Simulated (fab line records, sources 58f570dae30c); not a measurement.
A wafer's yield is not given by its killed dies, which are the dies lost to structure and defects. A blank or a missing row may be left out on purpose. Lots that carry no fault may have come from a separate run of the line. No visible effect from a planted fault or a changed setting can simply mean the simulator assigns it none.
Code-filled problem report in 8D (eight disciplines) form    flow berkeley cmos170    the parts of the form that need people (team, actions taken, sign-off) are left out

## 1. THE ISSUE
A mean of 0.850 a.u. is read at UCB170_PWELL_ETCH_14 for oes product au, taken on 1 wafer of 1 lot, against 0.946 a.u. (standard deviation 0.014) on wafers free of any fault. That is -6.9 standard deviations from the usual mean.
The step: etches Si3N4 in CH3F/Ar/O2, stops on SiO2, target depth 242 nm, time 151 s.
Seen first at day 5 16:19 on rie diel-01, wafer L846.5. The record holds 39 wafers of 13 lots with a number at this step. Rule for "out", or "out of limits": more than 4 standard deviations from the usual mean. All remaining wafers that have a number are taken as sound.

## 2. WHAT IT IS, AND WHAT IT ISN'T
question                     is                is not
which readings at this step  oes product au    drypump motor current A, throttle valve pct
which lots                   L846              L835, L836, L837, L838, L839, L840, L848, L850, L851, L853, L855, L857
which wafers of those lots   L846.5            L846.1, L846.4
read on which tools          rie diel-01       rie diel-02, rie diel-04
when                         from day 5 16:19  up to then (20 sound wafers); but 18 sound wafers of L848, L850, L851, L853, L855, L857 came after

## 3. WHAT RULES OUT EACH SUSPECT
Counting: if a tool at a process step up to the reading ran every lot that is out, it stays a suspect. Sound lots after the first of them don't rule it out here, since some wafers of a struck lot are sound.
- rie diel-01 at UCB170_PWELL_ETCH_14 (etches Si3N4 in CH3F/Ar/O2, stops on SiO2, target depth 242 nm, time 151 s): kept. It ran the lot that is out, L846 (day 5 16:19); its last sound lot up to then is L839 (day 4 05:50). On those wafers its own readings are out: oes product au.
- At UCB170_PWELL_ETCH_14, inside rie diel-01: chamber 1 took the wafers that are out, while their sound lot-mates went through chambers 0, 2.
After counting, what remains is rie diel-01 at UCB170_PWELL_ETCH_14.

## 4. THE CAUSE (what the simulator had put in)
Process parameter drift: rie diel-01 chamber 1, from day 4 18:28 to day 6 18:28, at UCB170_PWELL_ETCH_14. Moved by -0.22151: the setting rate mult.
The count eliminated every tool but this one.

## 5. THE EFFECT CHAIN, in route order
Rows list readings where the struck wafers' mean (over those with a number) sits beyond 3 standard deviations from the usual. Scope: only readings with a usual standard deviation given in the record; hours: median across lots of the time from each lot's start at the first step in this table that gives one to its start at this step; sigmas: change in usual standard deviations.
hours  step                   reading                   usual       on struck wafers  change  sigmas
0      UCB170_PWELL_ETCH_14   oes product au            0.946 a.u.  0.850             -0.096  -6.9
0      UCB170_PWELL_STRIP_16  strip time to endpoint s  18.09 s     18.98             +0.89   +13
The process steps in it:
- UCB170_PWELL_ETCH_14: etches Si3N4 in CH3F/Ar/O2, stops on SiO2, target depth 242 nm, time 151 s.
- UCB170_PWELL_STRIP_16: strips in O2.

## 6. HOW IT WOULD HAVE BEEN CAUGHT EARLIER
22 hours passed between the start of the fault at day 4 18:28 and the first reading out of limits in this record, taken at day 5 16:19.
